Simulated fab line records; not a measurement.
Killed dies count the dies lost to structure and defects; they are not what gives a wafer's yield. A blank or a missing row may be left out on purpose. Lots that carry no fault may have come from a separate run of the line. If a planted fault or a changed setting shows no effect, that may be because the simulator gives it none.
One fault seen from 2 desks + flow rit cmos + what lay behind the numbers comes last; until then each desk has only its own

== AT THE METROLOGY DESK ==
Lot by lot, what the gauges showed, no matter which tool ran the lot: averages of those sampled wafers that carry a number. Marked OUT: a lot whose mean sits more than 4 standard deviations from the usual mean, which makes it out of limits; the brackets give that distance.
Columns: A = FOX1_OXIDE_THK at RIT_FOX1_THK_MEAS_01, usual 352 nm; B = NLDD_OVL at RIT_NLDD_OVL_MEAS_06, usual 1.4 nm; C = NSD_OVL at RIT_NSD_OVL_MEAS_06, usual -0.9 nm
| lot  | first seen here | A   | B    | C    |
|------|-----------------|-----|------|------|
| L624 | day 1 19:46     | 356 | -0.6 | -2.2 |
| L625 | day 2 02:05     | 343 | 1.6  | -0.9 |
| L626 | day 2 08:28     | 356 | 1.0  | 0.3  |
| L628 | day 2 16:11     | 354 | 1.5  | -1.3 |
| L629 | day 2 21:16     | 363 | 1.1  | 0.1  |
| L631 | day 3 05:35     | 359 | 2.8  | -1.1 |
| L632 | day 3 12:32     | 356 | 1.1  | 1.4  |
| L633 | day 3 17:05     | 350 | 2.9  | -0.0 |
| L634 | day 3 20:07     | 353 | 3.0  | -1.9 |
| L640 | day 5 05:30     | 351 | 3.7  | -1.2 |
| L641 | day 5 08:27     | 347 | 0.0  | -0.5 |
| L644 | day 6 00:16     | 351 | -1.0 | -0.7 |
| L645 | day 6 12:40     | 345 | 2.7  | -0.9 |
| L646 | day 6 12:40     | 351 | 2.0  | -1.0 |
Finding of this desk: none of the 14 lots has anything out of limits.

== FOR THE TOOL OWNER'S DESK: litho track-04 ==
At RIT_NSD_SOFTBAKE_02 (time 60 s), the tool's own readings, given per lot that ran on this tool as the mean of the sampled wafers with a number. Marked OUT: a lot whose mean sits more than 4 standard deviations from the usual mean, which makes it out of limits; the brackets give that distance.
Columns: A = chill plate temp C at RIT_NSD_SOFTBAKE_02, usual 23.02 C; B = run length s at RIT_NSD_SOFTBAKE_02, usual 89.24 s
| lot  | first seen here | A     | B                |
|------|-----------------|-------|------------------|
| L624 | day 3 06:31     | 23.03 | 89.36            |
| L629 | day 4 06:01     | 23.08 | 89.37            |
| L631 | day 4 20:08     | 23.04 | 89.27            |
| L633 | day 5 03:16     | 22.95 | 89.38            |
| L640 | day 7 00:04     | 22.86 | 100.81 (+61) OUT |
| L641 | day 7 04:40     | 22.87 | 100.84 (+61) OUT |
Finding of this desk: L640, L641 out of limits; the first was L640 at day 7 00:04, on run length s at RIT_NSD_SOFTBAKE_02. In limits: L624, L629, L631, L633.

== TAKEN TOGETHER ==
An alarm could have come from the tool owner's desk at day 7 00:04, on L640, L641.
At the metrology desk, nothing out of limits was observed.
The metrology desk has L640, L641 on record, within its limits.
On litho track-04, each named lot ran RIT_NSD_SOFTBAKE_02.

== WHAT THE SIMULATOR PUT IN ==
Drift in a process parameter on litho track-04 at RIT_NSD_SOFTBAKE_02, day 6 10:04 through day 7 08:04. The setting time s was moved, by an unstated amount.
Shown lots that were struck: L640, L641.
Each desk's first reading out of limits, in hours after the fault started: the tool owner's desk, 14.
